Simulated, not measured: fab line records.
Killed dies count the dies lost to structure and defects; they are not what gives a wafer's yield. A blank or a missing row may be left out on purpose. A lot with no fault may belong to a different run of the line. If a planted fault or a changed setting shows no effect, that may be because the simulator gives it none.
Code-filled problem report in 8D (eight disciplines) form / flow rit-cmos / the parts of the form that need people (team, actions taken, sign-off) are left out

1. PROBLEM STATEMENT
Wafers without a fault read 268.3 s, standard deviation 0.36; run-length-s at RIT_SPACER_ETCHBACK_05 reads a mean of 171.9 s on 6 wafers belonging to 2 lots. That is -99 or more standard deviations from the usual mean.
The step: etches Si3N4 in SF6/CHF3, stops on SiO2, target depth 250 nm, time 240 s.
The first sign was on wafer L685.2 at day 7 07:01, on rie-diel-01. The record holds 42 wafers of 14 lots with a number at this step. Rule for "out" (also "out of limits"): further than 4 standard deviations from the usual mean. The other wafers with a number count as sound.

2. WHAT THIS IS AND IS NOT
question=which readings at this step | is=run-length-s, oes-product-au | is not=drypump-motor-current-A
question=which lots | is=L685, L687 | is not=L669, L670, L672, L673, L674, L675, L676, L678, L679, L684, L689, L691
question=which wafers of those lots | is=all that have a number | is not=-
question=read on which tools | is=rie-diel-01 | is not=rie-diel-03, rie-diel-04
question=when | is=from day 7 07:01 | is not=up to then (30 sound wafers); but 6 sound wafers of L689, L691 came after

3. THE SUSPECTS, EACH WITH WHAT RULES IT OUT
Counting: a tool at a process step up to the reading stays a suspect if it ran every lot that is out and no sound lot after the first of them.
- rie-diel-01 at RIT_SPACER_ETCHBACK_05 (etches Si3N4 in SF6/CHF3, stops on SiO2, target depth 250 nm, time 240 s): kept. It ran every lot that is out, first L685 (day 7 07:01), and no sound lot after that; its last sound lot up to then is L684 (day 6 19:10). On those wafers its own readings are out: oes-product-au, run-length-s.
Remaining after the count: rie-diel-01 at RIT_SPACER_ETCHBACK_05.

4. THE CAUSE (what the simulator had put in)
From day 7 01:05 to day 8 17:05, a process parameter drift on rie-diel-01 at RIT_SPACER_ETCHBACK_05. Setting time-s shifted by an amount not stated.
After counting, this tool was the only one left.

5. SEQUENCE OF EFFECTS, ordered by route
Each row: a reading where the mean over the struck wafers with a number is more than 3 standard deviations away from the usual. Only readings whose record carries a usual standard deviation are examined. hours: median over the lots of the time between each lot's start at the first step of this table that gives one and its start at this step. sigmas: the change, counted in usual standard deviations.
hours=0; step=RIT_SPACER_ETCHBACK_05; reading=oes-product-au; usual=0.842 a.u.; on struck wafers=1.004; change=+0.162; sigmas=+12
hours=0; step=RIT_SPACER_ETCHBACK_05; reading=run-length-s; usual=268.3 s; on struck wafers=171.9; change=-96.4; sigmas=-99 or more
hours=11; step=RIT_M1_PROBE_99; reading=killed-at-front-end; usual=7; on struck wafers=264; change=+257; sigmas=+83
hours=11; step=RIT_M1_PROBE_99; reading=killed-dies; usual=7; on struck wafers=264; change=+257; sigmas=+83
hours=11; step=RIT_M1_PROBE_99; reading=killed-on-rim; usual=1.9; on struck wafers=70.0; change=+68.1; sigmas=+49
The process steps in it:
- RIT_SPACER_ETCHBACK_05: etches Si3N4 in SF6/CHF3, stops on SiO2, target depth 250 nm, time 240 s.
- RIT_M1_PROBE_99

6. HOW IT WOULD HAVE BEEN CAUGHT EARLIER
First out-of-limits reading in this record: day 7 07:01, which is 6 hours after fault onset at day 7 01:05.
